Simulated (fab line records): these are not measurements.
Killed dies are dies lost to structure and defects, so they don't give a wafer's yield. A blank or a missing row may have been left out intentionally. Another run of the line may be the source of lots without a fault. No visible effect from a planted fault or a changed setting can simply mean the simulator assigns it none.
fab line records	flow ritCmos
[record] lots = 13	wafers = 39	lastDay = 7
route steps=202 shown M1@184
lots that met no fault: from a run of the same line without faults
startH: hours from the record's first day to the start of the lot's first wafer shown	waitH: how many hours have passed since the lot's step before this one	" the same as in the row above	L1.1+2: a single row standing in for several wafers	- no value present, or no start provided	* or withheld: withheld	< > ~ a bound
route shown NAME@n: a module of which the file shows steps, and the number in the route of the first	usual: mean and standard deviation over wafers with no fault	same: alike in all rows	chamber/n: place in a boat	sites: each site's reading	_std_site: how widely they spread, as a standard deviation	_edge_site: inner sites' mean taken away from outer sites' mean	radiusMm: how far each site lies from the wafer's centre	mask NAME#n: copy n	behind: tool/chamber where the wafer was last shaped	hold: why the lot was held/for how many hours/how that ended	device: the n, p or np transistor that did not switch	end of line: the tests these same wafers got at the end of their route	where a step has no rows: the recipe by itself	killed: count of dies lost to structure and defects at first sort (not the wafer's yield)	map: the dies of a wafer, with x for killed, . for not killed, _ for no die there
set.NAME: the setting the step ran with; set.NAME@STEP: the setting that earlier step ran with	model.NAME: the simulator's own value behind a step, which no gauge read
route steps across a sampled set of lots; one table per step, one row per wafer
services: when a tool's chamber went out of use (startH, in hours from the record's first day, below 0 if earlier), for how many hours, and the reason
[[steps]]
[step RIT_M1_SPUTTER_00]
[recipe] material = Al	targetThkNm = 400	powerW = 2000	chamberPressurePa = 0.4	gas = Ar	timeS = 500	substrateTempC = 25
[usual] throttleValvePct = 30.2/1
lot.wafer	tool	chamber	startH	waitH	throttleValvePct
L278.1	pvdSputter-02	-	64.90	0.0	29.1
L278.2	"	-	"	"	30.8
L278.6	"	-	"	"	31.0
L279.2	pvdSputter-01	-	69.14	0.0	31.3
L279.4	"	-	"	"	29.5
L279.6	"	-	"	"	31.5
L285.2	pvdSputter-01	-	102.10	0.0	29.6
L285.5	"	-	"	"	30.3
L285.6	"	-	"	"	28.5
L286.1	pvdSputter-02	-	104.57	0.0	29.1
L286.3	"	-	"	"	31.8
L286.4	"	-	"	"	30.2
L289.1	pvdSputter-01	-	118.25	0.0	30.6
L289.3	"	-	"	"	28.3
L289.4	"	-	"	"	31.4
L290.2	pvdSputter-04	-	123.10	0.0	29.2
L290.5	"	-	"	"	31.1
L290.6	"	-	"	"	30.9
L292.1	pvdSputter-04	-	134.17	0.0	30.0
L292.4	"	-	"	"	31.0
L292.5	"	-	"	"	30.5
L293.1	pvdSputter-01	-	138.04	0.0	28.2
L293.3	"	-	"	"	29.1
L293.4	"	-	"	"	30.8
L294.4	pvdSputter-01	-	142.83	0.0	30.5
L294.5	"	-	"	"	31.3
L294.6	"	-	"	"	30.7
L295.3	pvdSputter-04	-	146.17	0.0	30.4
L295.4	"	-	"	"	30.7
L295.6	"	-	"	"	30.6
L298.3	pvdSputter-04	-	161.76	0.0	31.1
L298.4	"	-	"	"	30.6
L298.6	"	-	"	"	30.0
L299.1	pvdSputter-01	-	168.43	0.0	28.2
L299.3	"	-	"	"	30.6
L299.4	"	-	"	"	29.5
L300.1	pvdSputter-04	-	172.85	0.0	31.1
L300.4	"	-	"	"	29.2
L300.5	"	-	"	"	30.1
[step RIT_M1_RS_MEAS_01]
[recipe] thkMeasGauge = four-point-probe	reads = Al_of_M1_SPUTTER_00
[usual] M1_AL_RS = 0.0737/0.00072
lot.wafer	tool	chamber	startH	waitH	M1_AL_RS[ohm/sq]
L278.1	filmMetro-01	-	65.19	0.1	0.0740
L278.2	"	-	"	"	0.0741
L278.6	"	-	"	"	0.0739
L279.2	filmMetro-04	-	69.45	0.2	0.0749
L279.4	"	-	"	"	0.0732
L279.6	"	-	"	"	0.0746
L285.2	filmMetro-02	-	102.42	0.2	0.0735
L285.5	"	-	"	"	0.0739
L285.6	"	-	"	"	0.0731
L286.1	filmMetro-02	-	104.87	0.1	0.0734
L286.3	"	-	"	"	0.0798
L286.4	"	-	"	"	0.0739
L289.1	filmMetro-01	-	118.54	0.1	0.0735
L289.3	"	-	"	"	0.0736
L289.4	"	-	"	"	0.0738
L290.2	filmMetro-02	-	123.42	0.2	0.0740
L290.5	"	-	"	"	0.0732
L290.6	"	-	"	"	0.0738
L292.1	filmMetro-04	-	134.47	0.1	0.0727
L292.4	"	-	"	"	0.0737
L292.5	"	-	"	"	0.0739
L293.1	filmMetro-04	-	138.34	0.1	0.0737
L293.3	"	-	"	"	0.0734
L293.4	"	-	"	"	0.0734
L294.4	filmMetro-02	-	143.19	0.2	0.0736
L294.5	"	-	"	"	0.0734
L294.6	"	-	"	"	0.0733
L295.3	filmMetro-02	-	146.50	0.2	0.0740
L295.4	"	-	"	"	0.0756
L295.6	"	-	"	"	0.0754
L298.3	filmMetro-01	-	162.10	0.2	0.0732
L298.4	"	-	"	"	0.0736
L298.6	"	-	"	"	0.0724
L299.1	filmMetro-02	-	168.73	0.1	0.0728
L299.3	"	-	"	"	0.0731
L299.4	"	-	"	"	0.0733
L300.1	filmMetro-04	-	173.14	0.1	0.0736
L300.4	"	-	"	"	0.0741
L300.5	"	-	"	"	0.0733
[step RIT_M1_THK_MEAS_02]
[recipe] thkMeasGauge = xrf	reads = Al_of_M1_SPUTTER_00
[usual] M1_AL_THK = 396/4.8
lot.wafer	tool	chamber	startH	waitH	M1_AL_THK[nm]
L278.1	filmMetro-01	-	65.31	0.1	394
L278.2	"	-	"	"	394
L278.6	"	-	"	"	399
L279.2	filmMetro-04	-	69.56	0.1	393
L279.4	"	-	"	"	400
L279.6	"	-	"	"	393
L285.2	filmMetro-02	-	102.53	0.1	394
L285.5	"	-	"	"	392
L285.6	"	-	"	"	395
L286.1	filmMetro-02	-	104.99	0.1	392
L286.3	"	-	"	"	364
L286.4	"	-	"	"	392
L289.1	filmMetro-01	-	118.66	0.1	400
L289.3	"	-	"	"	397
L289.4	"	-	"	"	398
L290.2	filmMetro-02	-	123.53	0.1	394
L290.5	"	-	"	"	397
L290.6	"	-	"	"	393
L292.1	filmMetro-04	-	134.59	0.1	404
L292.4	"	-	"	"	401
L292.5	"	-	"	"	395
L293.1	filmMetro-04	-	138.46	0.1	398
L293.3	"	-	"	"	398
L293.4	"	-	"	"	400
L294.4	filmMetro-02	-	143.28	0.1	396
L294.5	"	-	"	"	398
L294.6	"	-	"	"	395
L295.3	filmMetro-02	-	146.60	0.1	389
L295.4	"	-	"	"	380
L295.6	"	-	"	"	384
L298.3	filmMetro-01	-	162.20	0.1	402
L298.4	"	-	"	"	398
L298.6	"	-	"	"	408
L299.1	filmMetro-02	-	168.85	0.1	400
L299.3	"	-	"	"	398
L299.4	"	-	"	"	397
L300.1	filmMetro-04	-	173.26	0.1	400
L300.4	"	-	"	"	396
L300.5	"	-	"	"	402
[step RIT_M1_METAL_ETCH_12]
[recipe] stopOn = SiO2	chemistry = Cl2/BCl3	target = Al	timeS = 165	overEtchFrac = 0.5	pressureMtorr = 100	targetDepthA = 6000	rfW = 250	Cl2_flow_sccm = 60	bcl3FlowSccm = 50
[usual] drypumpMotorCurrentA = 6.1/0.36	oesProductAu = 0.774/0.015	rfFwdPowerW = 249.1/0.75	throttleValvePct = 8.24/0.079
[same] overEtchFrac = 0.5
lot.wafer	tool	chamber	startH	waitH	drypumpMotorCurrentA	oesProductAu	rfFwdPowerW	rfHoursCounterH	throttleValvePct
L278.1	rieMetal-03	1	66.78	0.2	6.4	0.759	249.4	35	8.21
L278.2	"	0	"	"	6.3	0.776	247.9	35	8.35
L278.6	"	0	"	"	6.3	0.777	248.5	-	8.38
L279.2	rieMetal-04	0	70.90	0.2	6.4	0.750	249.1	3	8.14
L279.4	"	1	"	"	5.8	0.777	249.7	-	8.22
L279.6	"	0	"	"	6.5	0.748	250.6	-	8.14
L285.2	rieMetal-01	0	103.99	0.2	5.8	0.797	247.2	1	8.33
L285.5	"	0	"	"	5.7	0.785	250.1	-	8.33
L285.6	"	1	"	"	5.4	0.797	250.3	-	8.24
L286.1	rieMetal-04	1	106.40	0.2	5.8	0.782	249.1	3	8.21
L286.3	"	0	"	"	6.4	0.721	250.5	-	8.14
L286.4	"	1	"	"	5.8	0.770	249.4	-	8.20
L289.1	rieMetal-04	0	120.13	0.2	6.4	0.762	249.8	4	8.11
L289.3	"	1	"	"	5.8	0.779	249.9	-	8.23
L289.4	"	0	"	"	6.4	0.751	248.9	-	8.13
L290.2	rieMetal-01	0	124.99	0.2	5.7	0.791	248.7	1	8.33
L290.5	"	0	"	"	5.7	0.798	249.8	-	8.34
L290.6	"	1	"	"	5.4	0.794	248.7	-	8.25
L292.1	rieMetal-04	0	136.06	0.2	6.4	0.757	248.9	4	8.13
L292.4	"	0	"	"	6.5	0.752	248.9	-	8.12
L292.5	"	0	"	"	6.4	0.764	247.7	-	8.13
L293.1	rieMetal-01	0	139.85	0.2	5.7	0.793	249.3	1	8.34
L293.3	"	0	"	"	5.7	0.796	248.9	-	8.33
L293.4	"	1	"	"	5.4	0.801	250.1	-	8.24
L294.4	rieMetal-04	1	144.65	0.1	5.8	0.786	248.8	-	8.21
L294.5	"	1	"	"	5.8	0.774	248.6	-	8.22
L294.6	"	0	"	"	6.4	0.759	250.2	-	8.14
L295.3	rieMetal-01	0	147.98	0.2	5.8	0.792	248.4	-	8.33
L295.4	"	1	"	"	5.4	0.783	249.0	-	8.24
L295.6	"	1	"	"	5.4	0.778	249.9	-	8.24
L298.3	rieMetal-01	1	163.61	0.2	5.4	0.793	249.4	-	8.22
L298.4	"	0	"	"	5.7	0.796	248.8	-	8.33
L298.6	"	1	"	"	5.4	0.792	249.8	-	8.25
L299.1	rieMetal-04	0	170.19	0.2	6.4	0.757	249.5	4	8.14
L299.3	"	0	"	"	6.4	0.756	250.2	-	8.14
L299.4	"	1	"	"	5.9	0.781	249.0	-	8.21
L300.1	rieMetal-03	0	174.61	0.2	6.3	0.755	248.3	0	8.35
L300.4	"	0	"	"	6.3	0.755	248.2	-	8.37
L300.5	"	0	"	"	6.3	0.757	248.2	-	8.36
[step RIT_M1_PROBE_99]
[usual] defectLimitedYield = 97.4/1	killed_at_M0_to_M3 = 0.0/0.12	killedAtContacts = 0.1/0.25	killedAtFrontEnd = 6.8/2.7	killedDies = 6.8/2.7	killedOpen = 3.4/1.8	killedShort = 3.5/1.7	sort_bin_3_pad_short = 0.1/0.23	sort_bin_5_function = 1.5/0.67	sort_bin_6_memory = 1.0/0.67	sortNPass = 257.2/2.7	sortYieldPct = 97.4/1
[same] grossDies = 264	killed_at_M4_up = 0	killedAtBackSide = 0	killedAtOther = 0
lot.wafer	tool	chamber	startH	waitH	defectLimitedYield[%]	killed_at_M0_to_M3	killedAtContacts	killedAtFrontEnd	killedDies	killedOpen	killedShort	sort_bin_3_pad_short[%]	sort_bin_5_function[%]	sort_bin_6_memory[%]	sortNPass	sortYieldPct[%]
L286.1	prober-01	-	128.20	0.9	97.0	0	1	7	8	5	3	0.4	1.9	0.8	256.0	97.0
L286.3	prober-01	-	128.30	0.9	97.0	0	0	8	8	4	4	0.8	1.1	1.1	256.0	97.0
L286.4	prober-01	-	128.35	1.0	97.7	0	0	6	6	3	3	0	0.8	1.5	258.0	97.7
L290.2	prober-01	-	128.85	1.5	97.7	0	0	6	6	3	3	0.4	0.4	1.5	258.0	97.7
L290.5	prober-01	-	129.00	1.6	95.1	0	0	13	13	4	9	0.8	2.7	1.5	251.0	95.1
L290.6	prober-01	-	129.05	1.6	97.0	0	0	8	8	5	3	0	1.1	1.9	256.0	97.0
L289.1	prober-01	-	129.10	1.7	97.0	0	0	8	8	4	4	0.4	1.9	0.8	256.0	97.0
L289.3	prober-01	-	129.20	1.7	95.8	0	0	11	11	7	4	0.4	1.5	2.3	253.0	95.8
L289.4	prober-01	-	129.25	1.8	97.3	0	0	7	7	3	4	0.4	1.5	0.8	257.0	97.3
L292.1	prober-01	-	138.31	0.1	97.7	0	0	6	6	2	4	0.4	0.8	1.1	258.0	97.7
L292.4	prober-01	-	138.46	0.2	97.7	0	0	6	6	2	4	0	0.8	1.5	258.0	97.7
L292.5	prober-01	-	138.51	0.2	96.6	0	0	9	9	5	4	0	1.9	1.5	255.0	96.6
L293.1	prober-01	-	142.10	0.1	97.0	0	0	8	8	4	4	0.4	0.8	1.9	256.0	97.0
L293.3	prober-01	-	142.20	0.2	98.1	0	0	5	5	4	1	0	1.5	0.4	259.0	98.1
L293.4	prober-01	-	142.25	0.2	98.9	0	0	3	3	1	2	0	0.8	0.4	261.0	98.9
L295.3	prober-01	-	150.28	0.2	96.6	0	0	9	9	5	4	0	1.5	1.9	255.0	96.6
L295.4	prober-01	-	150.33	0.2	97.7	0	0	6	6	4	2	0	1.5	0.8	258.0	97.7
L295.6	prober-01	-	150.43	0.2	97.3	0	0	7	7	3	4	0	1.5	1.1	257.0	97.3
L298.3	prober-02	-	166.03	0.2	97.7	0	0	6	6	3	3	0.4	1.5	0.4	258.0	97.7
L298.4	prober-02	-	166.08	0.2	97.0	0	0	8	8	4	4	0	1.9	1.1	256.0	97.0
L298.6	prober-02	-	166.18	0.2	95.5	0	0	12	12	4	8	0.4	2.3	1.9	252.0	95.5
// killed by level:class
L286.1 GATE:geometricParticle:open=2 FOX1:geometricParticle:open=1 FOX2:geometricParticle:short=1 GATE:geometricParticle:short=1 REOX:geometricParticle:open=1 SPACER:geometricParticle:open=1 CONTACT:geometricParticle:short=1
L286.3 FOX1:geometricParticle:open=2 REOX:geometricParticle:short=2 SPACER:geometricParticle:short=2 GATE:geometricParticle:open=1 SPACER:geometricParticle:open=1
L286.4 GATE:geometricParticle:short=2 GATE:geometricParticle:open=1 REOX:geometricParticle:open=1 SILICIDE:geometricParticle:short=1 SILICIDE:geometricParticle:open=1
L290.2 FOX1:geometricParticle:short=2 GATE:geometricParticle:open=2 SPACER:geometricParticle:open=1 SPACER:geometricParticle:short=1
L290.5 FOX1:geometricParticle:short=3 FOX1:geometricParticle:open=2 SPACER:geometricParticle:short=2 FOX2:geometricParticle:open=2 FOX2:geometricParticle:short=2 GATE:geometricParticle:short=1 REOX:geometricParticle:short=1
L290.6 GATE:geometricParticle:short=2 GATE:geometricParticle:open=2 REOX:geometricParticle:open=2 FOX2:geometricParticle:short=1 FOX2:geometricParticle:open=1
L289.1 GATE:geometricParticle:short=3 FOX2:geometricParticle:open=1 REOX:geometricParticle:short=1 REOX:geometricParticle:open=1 SPACER:geometricParticle:open=1 SILICIDE:geometricParticle:open=1
L289.3 GATE:geometricParticle:open=3 SPACER:geometricParticle:short=3 REOX:geometricParticle:open=2 SPACER:geometricParticle:open=2 REOX:geometricParticle:short=1
L289.4 FOX1:geometricParticle:short=2 FOX1:geometricParticle:open=1 SILICIDE:geometricParticle:short=1 GATE:geometricParticle:open=1 REOX:geometricParticle:open=1 SPACER:geometricParticle:short=1
L292.1 REOX:geometricParticle:short=2 GATE:geometricParticle:short=1 REOX:geometricParticle:open=1 SPACER:geometricParticle:open=1 SILICIDE:geometricParticle:short=1
L292.4 GATE:geometricParticle:open=2 GATE:geometricParticle:short=2 FOX2:geometricParticle:short=1 SILICIDE:geometricParticle:short=1
L292.5 GATE:geometricParticle:short=3 FOX2:geometricParticle:open=2 FOX1:geometricParticle:short=1 GATE:geometricParticle:open=1 REOX:geometricParticle:open=1 SILICIDE:geometricParticle:open=1
L293.1 SPACER:geometricParticle:short=2 SILICIDE:geometricParticle:open=2 FOX1:geometricParticle:open=1 GATE:geometricParticle:short=1 GATE:geometricParticle:open=1 SILICIDE:geometricParticle:short=1
L293.3 GATE:geometricParticle:open=4 REOX:geometricParticle:short=1
L293.4 FOX1:geometricParticle:short=1 REOX:geometricParticle:short=1 SILICIDE:geometricParticle:open=1
L295.3 FOX1:geometricParticle:short=2 GATE:geometricParticle:open=2 SPACER:geometricParticle:open=2 REOX:geometricParticle:short=1 REOX:geometricParticle:open=1 SILICIDE:geometricParticle:short=1
L295.4 GATE:geometricParticle:open=3 FOX2:geometricParticle:open=1 GATE:geometricParticle:short=1 SPACER:geometricParticle:short=1
L295.6 FOX1:geometricParticle:open=2 GATE:geometricParticle:short=2 FOX1:geometricParticle:short=1 GATE:geometricParticle:open=1 SPACER:geometricParticle:short=1
L298.3 GATE:geometricParticle:short=3 FOX2:geometricParticle:open=1 REOX:geometricParticle:open=1 SILICIDE:geometricParticle:open=1
L298.4 FOX2:geometricParticle:open=2 GATE:geometricParticle:open=2 REOX:geometricParticle:short=2 FOX2:geometricParticle:short=1 SILICIDE:geometricParticle:short=1
L298.6 GATE:geometricParticle:short=3 REOX:geometricParticle:short=2 SILICIDE:geometricParticle:open=2 SILICIDE:geometricParticle:short=2 FOX2:geometricParticle:short=1 GATE:geometricParticle:open=1 REOX:geometricParticle:open=1
[[services]]
tool	chamber	startH	hours	kind
rieMetal-01	-	44.79	57.3	repair
rieMetal-01	-	48.88	0.3	repair
pvdSputter-04	-	87.40	3.9	repair
pvdSputter-04	-	100.84	0.8	repair
rieMetal-03	-	124.72	1.1	repair
pvdSputter-02	-	129.59	12.5	repair
rieMetal-03	-	136.12	20.0	pm
rieMetal-03	0	136.12	20.0	ventCycle
rieMetal-03	1	136.12	20.0	ventCycle
pvdSputter-02	-	142.72	5.9	repair
rieMetal-03	0	156.12	-	clean
rieMetal-03	1	156.12	-	clean
[[key]]
[firstSign] step = RIT_M1_RS_MEAS_01	reading = M1_AL_RS	direction = up	sigmas = 8.4	usual = 0.0737	struck = 0.0798
[effect] step = RIT_M1_THK_MEAS_02	reading = M1_AL_THK	direction = down	sigmas = 6.7	usual = 396	struck = 364
[effect] step = RIT_M1_METAL_ETCH_12	reading = oesProductAu	direction = down	sigmas = 3.6	usual = 0.774	struck = 0.721
metAt RIT_M1_SPUTTER_00
struckLots L286
struckWafers L286.3
[fault] kind = processParameterDrift	tool = pvdSputter-02	chamber = -	onsetH = 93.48	steps = RIT_M1_SPUTTER_00	channel = targetThkNm	offset = -27.647	shape = step	endH = 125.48	actsIn = theseRecipesOnly	stated = 400	scope = struckWafersOnly
